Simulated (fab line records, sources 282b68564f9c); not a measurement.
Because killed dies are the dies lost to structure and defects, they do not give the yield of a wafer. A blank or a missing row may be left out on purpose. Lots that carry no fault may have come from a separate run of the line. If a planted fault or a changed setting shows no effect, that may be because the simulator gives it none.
Lot-split experiment	flow rit cmos	on a route of 202 steps: 5 lots, 27 wafers read

SPLIT DETAILS
At RIT_SPACER_CVD_03 (deposits Si3N4 from SiH2Cl2/NH3, target thk 250 nm, time 3300 s), the setting time s was moved away from the recipe's 3300 s on 24 of the 27 wafers read, by -27.8% to +54.0%. All remaining wafers had this setting at the recipe value.

FROM THE SPLIT TO THE READING: what the file shows between them, 1 step
- RIT_SPACER_THK_MEAS_04

THE READING
oes product au, in a.u., at RIT_SPACER_ETCHBACK_05 (etches Si3N4 in SF6/CHF3, stops on SiO2, target depth 250 nm, time 240 s). On this fab line, fault-free wafers typically give 0.844 a.u. with a standard deviation of 0.0084 a.u.

wafer	tool, chamber at the split	time s as run, s	against the recipe	oes product au, a.u.	against lot-mates on the recipe
L077.1	-, -	2381	-27.8%	0.660	no lot-mate on the recipe
L077.2	-, -	2381	-27.8%	0.677	no lot-mate on the recipe
L077.3	-, -	2381	-27.8%	0.678	no lot-mate on the recipe
L077.4	-, -	2381	-27.8%	0.673	no lot-mate on the recipe
L077.5	-, -	2381	-27.8%	0.679	no lot-mate on the recipe
L077.6	-, -	2381	-27.8%	0.680	no lot-mate on the recipe
L078.1	-, -	4686	+42.0%	0.984	no lot-mate on the recipe
L078.2	-, -	4686	+42.0%	0.985	no lot-mate on the recipe
L078.3	-, -	4686	+42.0%	0.985	no lot-mate on the recipe
L078.4	-, -	4686	+42.0%	1.009	no lot-mate on the recipe
L078.5	-, -	4686	+42.0%	0.994	no lot-mate on the recipe
L078.6	-, -	4686	+42.0%	0.999	no lot-mate on the recipe
L081.1	lpcvd-01, 1	3300	recipe	0.845	-
L081.3	lpcvd-01, 1	3300	recipe	0.838	-
L081.4	lpcvd-01, 1	3300	recipe	0.835	-
L082.1	-, -	5081	+54.0%	0.985	no lot-mate on the recipe
L082.2	-, -	5081	+54.0%	0.986	no lot-mate on the recipe
L082.3	-, -	5081	+54.0%	0.998	no lot-mate on the recipe
L082.4	-, -	5081	+54.0%	1.015	no lot-mate on the recipe
L082.5	-, -	5081	+54.0%	0.999	no lot-mate on the recipe
L082.6	-, -	5081	+54.0%	1.014	no lot-mate on the recipe
L083.1	-, -	2420	-26.7%	0.679	no lot-mate on the recipe
L083.2	-, -	2420	-26.7%	0.670	no lot-mate on the recipe
L083.3	-, -	2420	-26.7%	0.690	no lot-mate on the recipe
L083.4	-, -	2420	-26.7%	0.681	no lot-mate on the recipe
L083.5	-, -	2420	-26.7%	0.673	no lot-mate on the recipe
L083.6	-, -	2420	-26.7%	0.666	no lot-mate on the recipe

FIT RESULTS
A straight line over all 27 wafers: oes product au changes by +0.00418 a.u. for each +1% of time s; r = +0.99; the points scatter about the line by 0.023 a.u.
Too few moved wafers have a lot-mate on the recipe to fit a line with each lot's own level taken away.

THE WHOLE CHAIN: every reading that the file lists as answering this split, in the file's order
step	what it does	reading	change (the file's fit)	r (the file's)
RIT_SPACER_CVD_03	deposits Si3N4 from SiH2Cl2/NH3, target thk 250 nm, time 3300 s	Si3N4_of_SPACER_CVD_03.thk nm (the simulator's own value, which no gauge read)	+2.52 nm for each +1% of the setting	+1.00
RIT_SPACER_THK_MEAS_04		SPACER_NITRIDE_THK	+2.52 for each +1% of the setting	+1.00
RIT_SPACER_ETCHBACK_05	etches Si3N4 in SF6/CHF3, stops on SiO2, target depth 250 nm, time 240 s	oes product au	+0.00417 a.u. for each +1% of the setting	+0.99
RIT_SPACER_ETCHBACK_05	etches Si3N4 in SF6/CHF3, stops on SiO2, target depth 250 nm, time 240 s	Si3N4_of_SPACER_CVD_03.thk nm (the simulator's own value, which no gauge read)	+1.99 nm for each +1% of the setting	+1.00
RIT_SPACER_ETCHBACK_05	etches Si3N4 in SF6/CHF3, stops on SiO2, target depth 250 nm, time 240 s	etch.depth nm (the simulator's own value, which no gauge read)	+1.69 nm for each +1% of the setting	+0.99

THE FILE'S OWN FIT
oes product au changes by +0.00417 a.u. for each +1% of time s, r = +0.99.
